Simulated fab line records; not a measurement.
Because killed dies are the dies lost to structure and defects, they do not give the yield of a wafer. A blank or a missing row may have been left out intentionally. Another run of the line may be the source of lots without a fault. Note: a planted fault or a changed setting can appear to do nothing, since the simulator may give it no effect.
Split-lot trial + flow berkeley cmos170 + on a route of 331 steps: 5 lots, 23 wafers read

ABOUT THE SPLIT
At UCB170_CONTACT_CVD_01 (deposits PSG from SiH4/O2/PH3, target thk 700 nm, time 2820 s), the setting o2 flow sccm was moved away from the recipe's 90 sccm on 10 of the 23 wafers read, by -10.0% to +6.5%. This setting was run at the recipe's value on the other wafers.

No step appears in the file between the split and the reading.

THE READING
Values of CONTACT_PSG_THK in nm from UCB170_CONTACT_THK_MEAS_02. A value of 697 nm with a standard deviation of 8.2 nm is what fault-free wafers of this fab line usually give.

| wafer  | tool, chamber at the split | o2 flow sccm as run, sccm | against the recipe | CONTACT_PSG_THK, nm | against lot-mates on the recipe |
|--------|----------------------------|---------------------------|--------------------|---------------------|---------------------------------|
| L077.1 | -, -                       | 90                        | recipe             | 703                 | -                               |
| L077.2 | -, -                       | 90                        | recipe             | 699                 | -                               |
| L077.3 | -, -                       | 90                        | recipe             | 696                 | -                               |
| L077.5 | -, -                       | 90                        | recipe             | 700                 | -                               |
| L077.6 | -, -                       | 90                        | recipe             | 700                 | -                               |
| L074.2 | lpcvd-01, 1                | 90                        | recipe             | 702                 | -                               |
| L074.4 | lpcvd-01, 1                | 90                        | recipe             | 697                 | -                               |
| L074.5 | lpcvd-01, 1                | 90                        | recipe             | 697                 | -                               |
| L084.1 | -, -                       | 90                        | recipe             | 701                 | -                               |
| L084.2 | -, -                       | 90                        | recipe             | 695                 | -                               |
| L084.4 | -, -                       | 90                        | recipe             | 699                 | -                               |
| L084.5 | -, -                       | 90                        | recipe             | 704                 | -                               |
| L084.6 | -, -                       | 90                        | recipe             | 701                 | -                               |
| L081.1 | -, -                       | 95.81                     | +6.5%              | 731                 | no lot-mate on the recipe       |
| L081.2 | -, -                       | 95.81                     | +6.5%              | 724                 | no lot-mate on the recipe       |
| L081.4 | -, -                       | 95.81                     | +6.5%              | 728                 | no lot-mate on the recipe       |
| L081.5 | -, -                       | 95.81                     | +6.5%              | 724                 | no lot-mate on the recipe       |
| L081.6 | -, -                       | 95.81                     | +6.5%              | 727                 | no lot-mate on the recipe       |
| L085.1 | -, -                       | 80.98                     | -10.0%             | 663                 | no lot-mate on the recipe       |
| L085.2 | -, -                       | 80.98                     | -10.0%             | 657                 | no lot-mate on the recipe       |
| L085.4 | -, -                       | 80.98                     | -10.0%             | 662                 | no lot-mate on the recipe       |
| L085.5 | -, -                       | 80.98                     | -10.0%             | 660                 | no lot-mate on the recipe       |
| L085.6 | -, -                       | 80.98                     | -10.0%             | 660                 | no lot-mate on the recipe       |

THE FIT
A straight line over all 23 wafers: CONTACT_PSG_THK changes by +4.01 nm for each +1% of o2 flow sccm; r = +0.99; the points scatter about the line by 2.7 nm.
Too few moved wafers have a lot-mate on the recipe to fit a line with each lot's own level taken away.

THE WHOLE CHAIN: every reading that the file lists as answering this split, in the file's order
| step                       | what it does                                                               | reading                                                                       | change (the file's fit)              | r (the file's) |
|----------------------------|----------------------------------------------------------------------------|-------------------------------------------------------------------------------|--------------------------------------|----------------|
| UCB170_CONTACT_CVD_01      | deposits PSG from SiH4/O2/PH3, target thk 700 nm, time 2820 s              | PSG_of_CONTACT_CVD_01.thk nm (the simulator's own value, which no gauge read) | +4.01 nm for each +1% of the setting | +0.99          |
| UCB170_CONTACT_THK_MEAS_02 |                                                                            | CONTACT_PSG_THK                                                               | +4 for each +1% of the setting       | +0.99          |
| UCB170_CONTACT_ETCH_18     | etches PSG in CHF3/CF4/Ar, stops on TiSi2, target depth 840 nm, time 195 s | CONTACT.feature depth nm (the simulator's own value, which no gauge read)     | +4.01 nm for each +1% of the setting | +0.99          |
| UCB170_CONTACT_ETCH_18     | etches PSG in CHF3/CF4/Ar, stops on TiSi2, target depth 840 nm, time 195 s | etch.depth nm (the simulator's own value, which no gauge read)                | +4.08 nm for each +1% of the setting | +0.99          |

THE FILE'S OWN FIT
CONTACT_PSG_THK changes by +4 nm for each +1% of o2 flow sccm, r = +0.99.
